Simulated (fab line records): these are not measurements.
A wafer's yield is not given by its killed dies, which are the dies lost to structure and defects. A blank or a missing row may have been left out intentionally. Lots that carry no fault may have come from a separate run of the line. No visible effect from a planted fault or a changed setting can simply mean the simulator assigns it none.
A single fault, viewed from 2 desks    flow berkeley cmos170    what lay behind the numbers comes last; until then each desk has only its own

AT THE METROLOGY DESK
What the gauges read for every lot (on any tool): the sampled wafers with a number, averaged. Marked OUT: a lot whose mean sits more than 4 standard deviations from the usual mean, which makes it out of limits; the brackets give that distance.
Columns: A = V1_OVL at UCB170_V1_OVL_MEAS_13, usual 0 nm
lot   first seen here  A
L326  day 8 08:31      -7
L323  day 8 08:53      2
L322  day 8 10:25      -0
L325  day 8 19:14      1
L324  day 8 19:55      -2
L328  day 9 08:58      5
L336  day 10 22:23     6
L332  day 10 23:01     -7
L340  day 11 18:22     -0
L341  day 11 19:46     5
L343  day 12 08:10     -8
L344  day 12 19:46     -4
Finding of this desk: none of the 12 lots has anything out of limits.

DESK OF THE TOOL OWNER: pvd sputter-02
The tool's own readings at UCB170_M2_SPUTTER_01 (material Al, target thk 900 nm, time 120 s): means of the sampled wafers that have a number, for each lot that ran on this tool. Marked OUT: a lot whose mean sits more than 4 standard deviations from the usual mean, which makes it out of limits; the brackets give that distance.
Columns: A = cathode dc power W at UCB170_M2_SPUTTER_01, usual 5999.8 W; B = chamber pressure pa at UCB170_M2_SPUTTER_01, usual 0.4999 Pa; C = throttle valve pct at UCB170_M2_SPUTTER_01, usual 29.9 %
lot   first seen here  A                         B       C
L336  day 10 22:52     6129.4 (+99 or more) OUT  0.4992  30.0
L332  day 10 23:31     6129.5 (+99 or more) OUT  0.5008  29.3
This desk's verdict: out of limits on L332, L336, starting with L336 at day 10 22:52 (cathode dc power W at UCB170_M2_SPUTTER_01). In limits: none.

TAKEN TOGETHER
On L332, L336, at day 10 22:52, an alarm was possible from the tool owner's desk.
The metrology desk saw nothing out of limits.
The metrology desk holds a record of L332, L336, inside its limits.
On pvd sputter-02, each named lot ran UCB170_M2_SPUTTER_01.

WHAT THE SIMULATOR HAD INSERTED
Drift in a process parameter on pvd sputter-02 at UCB170_M2_SPUTTER_01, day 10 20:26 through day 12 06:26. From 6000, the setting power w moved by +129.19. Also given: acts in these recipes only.
Shown lots that were struck: L332, L336.
How many hours passed from the start of the fault until each desk's first out-of-limits reading: the tool owner's desk, 2.
